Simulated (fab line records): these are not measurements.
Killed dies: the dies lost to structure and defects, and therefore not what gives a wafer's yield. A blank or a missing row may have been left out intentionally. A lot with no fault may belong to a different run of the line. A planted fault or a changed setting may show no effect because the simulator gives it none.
Check for tools in common	flow berkeleyCmos170	Lots sampled 13, wafers sampled 39

## WHY IT WAS OPENED
At UCB170_M1_CD_MEAS_09 the reading cdNm is flagged on 1 of 13 lots. Fault-free wafers read 700.1 nm, with a standard deviation of 1.4.
Rule: a lot is flagged in two cases, either no wafer of it has a number, or all its wafers with numbers fall more than 4 standard deviations from that mean. The other lots count as sound.

lot	measured	on	cdNm (nm), wafer by wafer	flag
L748	day 7 10:28	cdSem-01	700.5 700.4 698.4	
L747	day 7 11:06	cdSem-01	699.0 697.6 698.0	
L749	day 7 13:08	cdSem-02	702.2 702.1 702.0	
L751	day 8 02:26	cdSem-01	699.9 698.3 697.7	
L753	day 8 08:55	cdSem-02	699.1 700.0 700.6	
L752	day 8 09:26	cdSem-01	699.7 700.0 699.5	
L755	day 8 13:45	cdSem-02	617.8 617.1 617.3	FLAGGED
L765	day 10 09:21	cdSem-02	701.0 700.1 701.2	
L764	day 10 17:14	cdSem-02	699.5 700.7 698.8	
L768	day 11 07:31	cdSem-01	701.1 701.2 701.2	
L767	day 11 08:44	cdSem-01	700.8 702.5 700.9	
L769	day 11 16:37	cdSem-02	698.7 700.0 699.4	
L770	day 11 21:24	cdSem-02	699.9 699.8 701.9	
The mean of the flagged lots' numbers is 617.4 nm, -82.7 nm from the usual (-59 standard deviations).

## EACH LOT AND THE TOOL IT RAN ON
The record holds 1 process step before the reading, out of a route of 331 steps. Each cell gives the tool, then ch followed by the chambers the sampled wafers passed through, then the start.
lot	flag	UCB170_M1_EXPOSE_06
L748		krfScanner-01 ch 0, day 7 09:24
L747		krfScanner-01 ch 0, day 7 10:06
L749		krfScanner-01 ch 0, day 7 12:04
L751		krfScanner-01 ch 0, day 8 01:16
L753		krfScanner-02 ch 0, day 8 08:31
L752		krfScanner-01 ch 0, day 8 08:58
L755	FLAGGED	krfScanner-01 ch 0, day 8 13:22
L765		krfScanner-01 ch 0, day 10 08:45
L764		krfScanner-02 ch 0, day 10 16:50
L768		krfScanner-02 ch 0, day 11 07:08
L767		krfScanner-02 ch 0, day 11 08:20
L769		krfScanner-01 ch 0, day 11 16:13
L770		krfScanner-01 ch 0, day 11 21:01
What is done by these steps:
- UCB170_M1_EXPOSE_06: exposes mask METAL1, target cd 700 nm.
- UCB170_M1_CD_MEAS_09: target cd 700 nm.

## FLAGGED OVER TOTAL, TOOL BY TOOL (the gauges that took the reading come last)
step	tool	lots run	flagged	share of the flagged lots	sound lots run after its first flagged lot
UCB170_M1_EXPOSE_06	krfScanner-01	9	1	all	3 (L765,L769,L770)
UCB170_M1_EXPOSE_06	krfScanner-02	4	0	none	-
UCB170_M1_CD_MEAS_09	cdSem-01	6	0	none	-
UCB170_M1_CD_MEAS_09	cdSem-02	7	1	all	4 (L765,L764,L769,L770)

## WHAT THE TABLE PERMITS
Every flagged lot went through 2 rows of the table: krfScanner-01 at UCB170_M1_EXPOSE_06 and cdSem-02 at UCB170_M1_CD_MEAS_09.
- krfScanner-01 at UCB170_M1_EXPOSE_06: 1 of its 9 lots flagged. Lots that were sound ran on it after the first flagged one (L765, L769, L770); a persistent fault on the entire tool would not allow that.
- cdSem-02 at UCB170_M1_CD_MEAS_09: 1 of its 7 lots flagged. Lots that were sound ran on it after the first flagged one (L765, L764, L769, L770); a persistent fault on the entire tool would not allow that.
No row of the table ran every flagged lot and no sound lot after the first.

## WHAT THE SIMULATOR PUT IN
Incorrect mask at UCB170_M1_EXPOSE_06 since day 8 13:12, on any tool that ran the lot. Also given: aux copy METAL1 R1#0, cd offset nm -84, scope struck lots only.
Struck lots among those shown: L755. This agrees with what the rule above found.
